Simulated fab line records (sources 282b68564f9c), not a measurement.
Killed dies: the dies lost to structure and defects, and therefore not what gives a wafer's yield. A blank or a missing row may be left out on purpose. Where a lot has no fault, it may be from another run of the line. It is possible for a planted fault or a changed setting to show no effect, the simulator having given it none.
Which tool did it? | flow rit cmos | 45 wafers from 15 lots sampled at 2 of the route's 202 steps

## WHAT EACH GAUGE READ, for each wafer
Not one reading of a measure or inspect step in the record can be checked against a usual standard deviation.

## EACH LOT AND THE TOOL THAT RAN IT (in order: tool; ch and the chambers of the sampled wafers; start)
lot  | RIT_SILICIDE_WET_ETCH_05       | RIT_M1_PROBE_99
L567 | wet bench-03 ch 1, day 3 12:10 | -
L568 | wet bench-01 ch 0, day 3 14:13 | -
L569 | wet bench-02 ch 3, day 4 01:41 | -
L570 | wet bench-03 ch 3, day 4 07:42 | -
L571 | wet bench-02 ch 0, day 4 15:11 | -
L574 | wet bench-01 ch 0, day 5 06:10 | -
L575 | wet bench-01 ch 3, day 5 08:50 | -
L576 | wet bench-03 ch 3, day 5 12:33 | -
L577 | wet bench-03 ch 0, day 5 20:13 | -
L578 | wet bench-03 ch 3, day 5 22:15 | -
L579 | wet bench-03 ch 1, day 6 01:38 | -
L580 | wet bench-02 ch 3, day 6 05:58 | -
L582 | wet bench-01 ch 0, day 6 15:53 | prober-01, day 7 15:23
L583 | wet bench-02 ch 1, day 6 21:38 | -
L585 | wet bench-02 ch 1, day 7 07:44 | -
- RIT_SILICIDE_WET_ETCH_05: etches Ti in SPM, time 120 s.
- RIT_M1_PROBE_99

## WHAT THE TOOLS THEMSELVES READ (means of the sampled wafers that have a number; where no wafer has one, the mark that the record gives instead)
RIT_SILICIDE_WET_ETCH_05. Usual: bath guard temp C 90.0 C, standard deviation 0.56; run length s 146.2 s, standard deviation 2.5.
lot  | tool         | bath guard temp C (C) | run length s (s) | flag
L567 | wet bench-03 | 90.2                  | 145.4            |
L568 | wet bench-01 | 89.3                  | 152.8            |
L569 | wet bench-02 | 90.6                  | 145.6            |
L570 | wet bench-03 | 90.4                  | 146.8            |
L571 | wet bench-02 | 89.7                  | 147.9            |
L574 | wet bench-01 | 89.2                  | 144.7            |
L575 | wet bench-01 | 90.1                  | 146.0            |
L576 | wet bench-03 | 90.5                  | 146.2            |
L577 | wet bench-03 | 90.2                  | 103.9            | OFF
L578 | wet bench-03 | 90.5                  | 105.0            | OFF
L579 | wet bench-03 | 89.8                  | 103.1            | OFF
L580 | wet bench-02 | 90.4                  | 145.7            |
L582 | wet bench-01 | 89.2                  | 145.1            |
L583 | wet bench-02 | 89.4                  | 144.0            |
L585 | wet bench-02 | 89.4                  | 143.3            |

RIT_M1_PROBE_99. Usual: killed_at_M0_to_M3 0.0, standard deviation 0.12; killed at contacts 0.1, standard deviation 0.23; killed at front end 6, standard deviation 3.1; killed dies 6, standard deviation 3.1; killed open 3.2, standard deviation 1.9; killed short 3.2, standard deviation 2.1.
lot  | tool      | killed_at_M0_to_M3 | killed at contacts | killed at front end | killed dies | killed open | killed short | flag
L582 | prober-01 | 0.3                | 0.0                | 5                   | 5           | 3.3         | 2.0          |

## THE ANSWER, worked out from the rows above alone
Rule: a lot counts as off when the mean over its wafers that have a number is more than 3 standard deviations away from the usual mean. Also off: a lot with no number at a reading for which 4 or more lots have one. Any other lot the step has rows for is counted as sound. The gauges are gone through in route order, then the tools' own readings, and for those a lot's mean is taken as printed above. The first step at which some lot is off is used, and at that step the reading that is off furthest; a lot without a number counts as furthest.
Off: L577, L578, L579 (RIT_SILICIDE_WET_ETCH_05, run length s).
A tool fits if, at that step or a process step before it, it ran every lot that is off, and no sound lot after the first of them. One fits: RIT_SILICIDE_WET_ETCH_05 on wet bench-03. Its last sound lot is L576 (day 5 12:33), its first lot that is off L577 (day 5 20:13): a fault that began between those two fits.
On the lots that are off, the tool's own readings at RIT_SILICIDE_WET_ETCH_05 differ by more than 5 times the standard deviation of the sound lots' means, which bears it out; run length s reads 104.0 s there versus 146.1 s on the sound lots.

## WHAT THE SIMULATOR HAD INSERTED
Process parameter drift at RIT_SILICIDE_WET_ETCH_05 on wet bench-03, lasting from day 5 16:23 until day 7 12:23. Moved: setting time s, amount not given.
Lots struck among those shown: L577, L578, L579. The rule above found the same.
